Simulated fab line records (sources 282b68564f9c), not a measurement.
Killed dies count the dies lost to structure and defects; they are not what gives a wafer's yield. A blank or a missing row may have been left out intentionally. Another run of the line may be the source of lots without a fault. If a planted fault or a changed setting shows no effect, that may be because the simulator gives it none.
The tool behind it: which one? + flow rit cmos + 14 lots, 42 wafers sampled, at 2 steps of a route of 202

## WHAT THE GAUGES SHOWED, per wafer
RIT_PSD_TW_MEAS_10.
| lot  | measured    | on            | PSD_TW         |
|------|-------------|---------------|----------------|
| L297 | day 3 12:10 | film metro-01 | 3446 3452 3459 |
| L298 | day 3 17:47 | film metro-04 | 3456 3478 3467 |
| L301 | day 4 06:55 | film metro-04 | 3494 3495 3487 |
| L302 | day 4 17:41 | film metro-01 | 3483 3465 3473 |
| L303 | day 5 01:39 | film metro-02 | 3451 3458 3427 |
| L305 | day 5 06:31 | film metro-01 | 3495 3486 3503 |
| L306 | day 5 13:49 | film metro-02 | 3433 3428 3427 |
| L307 | day 6 01:15 | film metro-01 | 30 30 30       |
| L308 | day 6 07:17 | film metro-01 | 30 30 30       |
| L317 | day 7 22:28 | film metro-02 | 3450 3430 3420 |
| L316 | day 8 01:08 | film metro-01 | 3433 3447 3446 |
| L318 | day 8 01:32 | film metro-02 | 3440 3432 3444 |
| L319 | day 8 03:05 | film metro-01 | 3423 3441 3440 |
| L320 | day 8 06:02 | film metro-01 | 3442 3436 3462 |

## EACH LOT AND THE TOOL THAT RAN IT (in order: tool; ch and the chambers of the sampled wafers; start)
| lot  | RIT_NSD_STRIP_09                    |
|------|-------------------------------------|
| L297 | plasma asher-01 ch 0,1, day 3 10:30 |
| L298 | plasma asher-01 ch 0, day 3 16:11   |
| L301 | plasma asher-02 ch 0,1, day 4 05:11 |
| L302 | plasma asher-03 ch 0,1, day 4 16:01 |
| L303 | plasma asher-01 ch 0,1, day 5 00:03 |
| L305 | plasma asher-01 ch 0,1, day 5 04:55 |
| L306 | plasma asher-01 ch 0,1, day 5 12:01 |
| L307 | plasma asher-02 ch 0,1, day 5 23:31 |
| L308 | plasma asher-01 ch 0,1, day 6 05:27 |
| L317 | plasma asher-02 ch 0,1, day 7 20:47 |
| L316 | plasma asher-02 ch 0, day 7 23:15   |
| L318 | plasma asher-03 ch 0,1, day 7 23:35 |
| L319 | plasma asher-03 ch 0,1, day 8 01:11 |
| L320 | plasma asher-01 ch 0,1, day 8 04:28 |
- RIT_NSD_STRIP_09: strips in O2, time 180 s.

## WHAT THE TOOLS THEMSELVES READ (means of the sampled wafers that have a number; where no wafer has one, the mark that the record gives instead)
RIT_NSD_STRIP_09.
| lot  | tool            | chamber pressure mTorr (mTorr) | drypump motor current A (A) |
|------|-----------------|--------------------------------|-----------------------------|
| L297 | plasma asher-01 | 4000                           | 6.1                         |
| L298 | plasma asher-01 | 3998                           | 6.8                         |
| L301 | plasma asher-02 | 3997                           | 6.6                         |
| L302 | plasma asher-03 | 3997                           | 5.6                         |
| L303 | plasma asher-01 | 4000                           | 6.4                         |
| L305 | plasma asher-01 | 4001                           | 6.1                         |
| L306 | plasma asher-01 | 3998                           | 6.4                         |
| L307 | plasma asher-02 | -                              | -                           |
| L308 | plasma asher-01 | -                              | -                           |
| L317 | plasma asher-02 | 4000                           | 6.7                         |
| L316 | plasma asher-02 | 4003                           | 6.5                         |
| L318 | plasma asher-03 | 4003                           | 5.8                         |
| L319 | plasma asher-03 | 4000                           | 5.7                         |
| L320 | plasma asher-01 | 4002                           | 6.4                         |

## THE ANSWER, worked out from the rows above alone
Rule: the lots themselves supply what counts as usual. The widest of any qualifying gaps counts: lots, ordered by their means at a reading, are off when they make up no more than a third of the lots, leave a main group of 4 or more, and stand apart from it by 3 or more times the standard deviation of that group's means. Not used: any main group whose means are identical at the precision the tables above print for the reading. Also off: a lot with no number at a reading for which 4 or more lots have one. Where the step has rows for the other lots, those lots are counted as sound. First the gauges in route order, then the tools' own readings, where a lot's mean is used as printed above. At the first step where some lot is off, the reading lying furthest off is the one used; lots without a number count as furthest.
Off: L307, L308, seen at RIT_PSD_TW_MEAS_10 (PSD_TW). The main group has a mean of 3454 with a standard deviation of 22.
A tool fits if, at a process step before that reading, it ran every lot that is off, and no sound lot after the first of them. The gauges at RIT_PSD_TW_MEAS_10 aren't tried: what is off there is off at RIT_NSD_STRIP_09 too, on other tools, and a gauge's error can't cause that. No candidate that was tried fits.

## WHAT THE SIMULATOR PUT IN
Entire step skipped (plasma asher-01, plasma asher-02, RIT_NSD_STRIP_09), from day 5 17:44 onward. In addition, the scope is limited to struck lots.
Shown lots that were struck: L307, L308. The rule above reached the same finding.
